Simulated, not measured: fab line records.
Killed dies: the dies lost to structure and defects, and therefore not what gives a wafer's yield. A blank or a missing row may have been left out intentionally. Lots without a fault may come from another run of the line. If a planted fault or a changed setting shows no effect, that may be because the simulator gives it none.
What tool caused it? + flow berkeley-cmos170 + 7 lots with 21 wafers sampled at 3 steps, on a route of 331 steps

WHAT THE GAUGES READ, wafer by wafer
UCB170_V2_THK_MEAS_01.
| lot  | measured     | on            | V2_TEOS_THK (nm) |
|------|--------------|---------------|------------------|
| L961 | day 8 21:03  | film-metro-02 | 2025 1986 2013   |
| L962 | day 10 09:12 | film-metro-03 | 1961 2022 1991   |
| L963 | day 10 09:46 | film-metro-01 | 1991 2036 1999   |
| L968 | day 11 00:06 | film-metro-03 | 2005 1985 2006   |
| L971 | day 11 08:55 | film-metro-01 | 1990 1969 2030   |
| L969 | day 11 14:15 | film-metro-03 | 2000 1994 2030   |
| L975 | day 12 17:39 | film-metro-02 | 1990 2001 2020   |

WHICH TOOL RAN EACH LOT (tool, then ch and the chambers of the sampled wafers, then the start)
| lot  | UCB170_M1_SPUTTER_00         | UCB170_V2_CVD_00                |
|------|------------------------------|---------------------------------|
| L961 | pvd-sputter-03, day 8 12:19  | pecvd-01 ch 1,2, day 8 20:50    |
| L962 | pvd-sputter-04, day 9 20:04  | pecvd-04 ch 0,2, day 10 09:02   |
| L963 | pvd-sputter-04, day 9 21:50  | pecvd-04 ch 0,1,2, day 10 09:35 |
| L968 | pvd-sputter-04, day 10 15:10 | pecvd-01 ch 0,1, day 10 23:57   |
| L971 | pvd-sputter-04, day 10 22:36 | pecvd-04 ch 0,1,2, day 11 08:46 |
| L969 | pvd-sputter-01, day 11 03:03 | pecvd-03 ch 0,1, day 11 14:05   |
| L975 | pvd-sputter-03, day 12 07:42 | pecvd-01 ch 1,2, day 12 17:29   |
- UCB170_M1_SPUTTER_00: material Al, target thk 600 nm, time 80 s.
- UCB170_V2_CVD_00: deposits SiO2 from TEOS/O2, target thk 2000 nm, time 250 s.

THE ANSWER, worked out from the rows above alone
Rule: usual is defined by the lots themselves. The widest of any qualifying gaps counts: lots, ordered by their means at a reading, are off when they make up no more than a third of the lots, leave a main group of 4 or more, and stand apart from it by 3 or more times the standard deviation of that group's means. Not used: any main group whose means are identical at the precision the tables above print for the reading. A lot without any number at a reading at which 4 lots or more have one is off too. Any other lot the step has rows for is counted as sound.
No lot is off on any of the readings shown, so nothing can be concluded from this.

WHAT WAS PUT IN BY THE SIMULATOR
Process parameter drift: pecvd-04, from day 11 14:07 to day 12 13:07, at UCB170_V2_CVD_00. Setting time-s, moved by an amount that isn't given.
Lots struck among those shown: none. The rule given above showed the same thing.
